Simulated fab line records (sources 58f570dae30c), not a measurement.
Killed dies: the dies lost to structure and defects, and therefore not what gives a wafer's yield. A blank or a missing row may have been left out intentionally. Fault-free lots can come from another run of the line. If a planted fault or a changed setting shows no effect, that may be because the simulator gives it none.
Shared-tool check    flow berkeley_cmos170    48 wafers sampled across 14 lots

== REASON FOR OPENING ==
At UCB170_GATE_THK_MEAS_05 the reading GATE_POLY_THK is flagged on 2 of 14 lots. Wafers without a fault read 213.5 nm, standard deviation 2.7.
Rule: a lot gets a flag if all its wafers with a number sit over 4 standard deviations from that mean, or if no wafer of it has a number. The rest of the lots are taken to be sound.

lot   measured      on             GATE_POLY_THK (nm), wafer by wafer   flag
L406  day 6 02:37   film_metro-04  210.8 209.2 211.7                    
L408  day 6 02:37   film_metro-02  209.9 208.4 208.9                    
L409  day 7 04:17   film_metro-02  210.7 211.0 212.3                    
L411  day 7 04:17   film_metro-01  210.9 213.7 213.4                    
L410  day 7 04:18   film_metro-04  212.8 212.3 213.7                    
L412  day 7 04:20   film_metro-04  214.3 215.0 213.2                    
L414  day 8 01:26   film_metro-02  212.0 212.6 210.6                    
L415  day 8 17:17   film_metro-04  213.3 213.5 213.2                    
L417  day 8 17:21   film_metro-01  210.6 213.0 212.9                    
L419  day 8 23:08   film_metro-02  215.2 216.5 214.7                    
L420  day 8 23:09   film_metro-01  215.9 216.9 217.9                    
L422  day 9 14:52   film_metro-01  211.2 211.1 211.3                    
L429  day 10 08:34  film_metro-01  238.3 237.5 237.1 238.1 237.6 237.0  FLAGGED
L427  day 10 08:34  film_metro-04  233.1 234.0 232.5 233.2 234.0 232.4  FLAGGED
Average over the flagged lots: 235.4 nm; offset from the usual +21.9 nm, equal to +8 standard deviations.

== WHICH TOOL EACH LOT WENT THROUGH ==
The record holds 1 process step before the reading, out of a route of 331 steps. Every cell lists first the tool, next ch and the chambers used by the sampled wafers, and last the start.
lot   flag     UCB170_GATE_CVD_04
L406           lpcvd-02 ch 1, day 6 01:13
L408           lpcvd-02 ch 1, day 6 01:13
L409           lpcvd-02 ch 1, day 7 02:53
L411           lpcvd-02 ch 1, day 7 02:53
L410           lpcvd-02 ch 1, day 7 02:53
L412           lpcvd-02 ch 1, day 7 02:53
L414           lpcvd-01 ch 1, day 8 00:02
L415           lpcvd-02 ch 1, day 8 15:52
L417           lpcvd-02 ch 1, day 8 15:52
L419           lpcvd-02 ch 0, day 8 21:44
L420           lpcvd-02 ch 0, day 8 21:44
L422           lpcvd-01 ch 0, day 9 12:46
L429  FLAGGED  lpcvd-02 ch 1, day 10 07:10
L427  FLAGGED  lpcvd-02 ch 1, day 10 07:10
These steps, and what they do:
- UCB170_GATE_CVD_04: deposits poly-Si from SiH4, time 1440 s, target thk 214 nm.
- UCB170_GATE_THK_MEAS_05

== FLAGGED AGAINST TOTAL, ONE TOOL AT A TIME (gauges that did the reading follow at the end) ==
step                     tool           lots run  flagged  share of the flagged lots  sound lots run after its first flagged lot
UCB170_GATE_CVD_04       lpcvd-01       2         0        none                       -
UCB170_GATE_CVD_04       lpcvd-02       12        2        all                        0
UCB170_GATE_THK_MEAS_05  film_metro-01  5         1        some                       0
UCB170_GATE_THK_MEAS_05  film_metro-02  4         0        none                       -
UCB170_GATE_THK_MEAS_05  film_metro-04  5         1        some                       0

== WHAT IS ALLOWED BY THE TABLE ==
Rows of the table that ran each flagged lot: 1, that is lpcvd-02 at UCB170_GATE_CVD_04.
- lpcvd-02 at UCB170_GATE_CVD_04 ran 12 lots, 2 of them flagged. Last sound lot L419 at day 8 21:44, first flagged lot L427 at day 10 07:10; a fault beginning in between fits.
Just one tool remains: lpcvd-02 at UCB170_GATE_CVD_04.

== WHAT THE SIMULATOR PUT IN ==
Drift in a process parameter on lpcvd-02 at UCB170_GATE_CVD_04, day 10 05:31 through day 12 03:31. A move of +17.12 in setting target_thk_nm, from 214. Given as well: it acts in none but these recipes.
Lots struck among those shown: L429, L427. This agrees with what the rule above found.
